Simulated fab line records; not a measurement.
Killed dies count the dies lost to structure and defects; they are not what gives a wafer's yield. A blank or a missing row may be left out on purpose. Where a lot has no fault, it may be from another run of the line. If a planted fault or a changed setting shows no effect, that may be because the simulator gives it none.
Which tool was responsible? | flow rit_cmos | 7 lots with 21 wafers sampled at 2 steps, on a route of 202 steps

## WHAT EACH GAUGE READ, for each wafer
RIT_SILICIDE_RS_MEAS_02: the measuring method here is four-point-probe.
lot  | measured    | on            | SILICIDE_TI_RS (ohm/sq)
L139 | day 3 15:46 | film_metro-03 | 47.5 46.9 47.6
L141 | day 3 21:24 | film_metro-03 | 47.9 47.3 47.9
L143 | day 4 07:59 | film_metro-04 | 48.1 48.2 47.6
L148 | day 5 06:14 | film_metro-03 | 23.5 23.5 23.5
L155 | day 6 20:13 | film_metro-04 | 48.0 47.5 47.6
L159 | day 7 14:46 | film_metro-02 | 47.5 46.3 47.4
L161 | day 8 01:57 | film_metro-02 | 47.0 46.8 46.8

## WHICH TOOL RAN EACH LOT (tool, then ch and the chambers of the sampled wafers, then the start)
lot  | RIT_SILICIDE_SPUTTER_01
L139 | pvd_sputter-02, day 3 15:37
L141 | pvd_sputter-02, day 3 21:15
L143 | pvd_sputter-03, day 4 07:50
L148 | pvd_sputter-01, day 5 06:05
L155 | pvd_sputter-03, day 6 20:02
L159 | pvd_sputter-03, day 7 14:37
L161 | pvd_sputter-03, day 8 01:47
- RIT_SILICIDE_SPUTTER_01: material Ti, target thk 30 nm, time 240 s.

## THE ANSWER, worked out from the rows above alone
Rule: the lots themselves supply what counts as usual. Put in order of their means at a reading, lots are off if they are a third of the lots or fewer, leave a main group of 4 or more, and stand apart from it by a gap of 3 or more times the standard deviation of the main group's means; of several such gaps the widest counts. If all means in a main group match to the digits the tables above print for the reading, that group is not used. A lot without any number at a reading at which 4 lots or more have one is off too. All remaining lots with rows at the step are treated as sound.
Off: L148, at RIT_SILICIDE_RS_MEAS_02 (SILICIDE_TI_RS). The main group has a mean of 47.4 ohm/sq with a standard deviation of 0.39.
If a tool, at a process step before that reading, ran all the lots that are off and no sound lot after the first of them, it fits. Gauges at RIT_SILICIDE_RS_MEAS_02: tried the same way as those tools. Undecided on this evidence; 2 tools fit (pvd_sputter-01 at RIT_SILICIDE_SPUTTER_01, film_metro-03 at RIT_SILICIDE_RS_MEAS_02).

## WHAT THE SIMULATOR HAD PUT IN
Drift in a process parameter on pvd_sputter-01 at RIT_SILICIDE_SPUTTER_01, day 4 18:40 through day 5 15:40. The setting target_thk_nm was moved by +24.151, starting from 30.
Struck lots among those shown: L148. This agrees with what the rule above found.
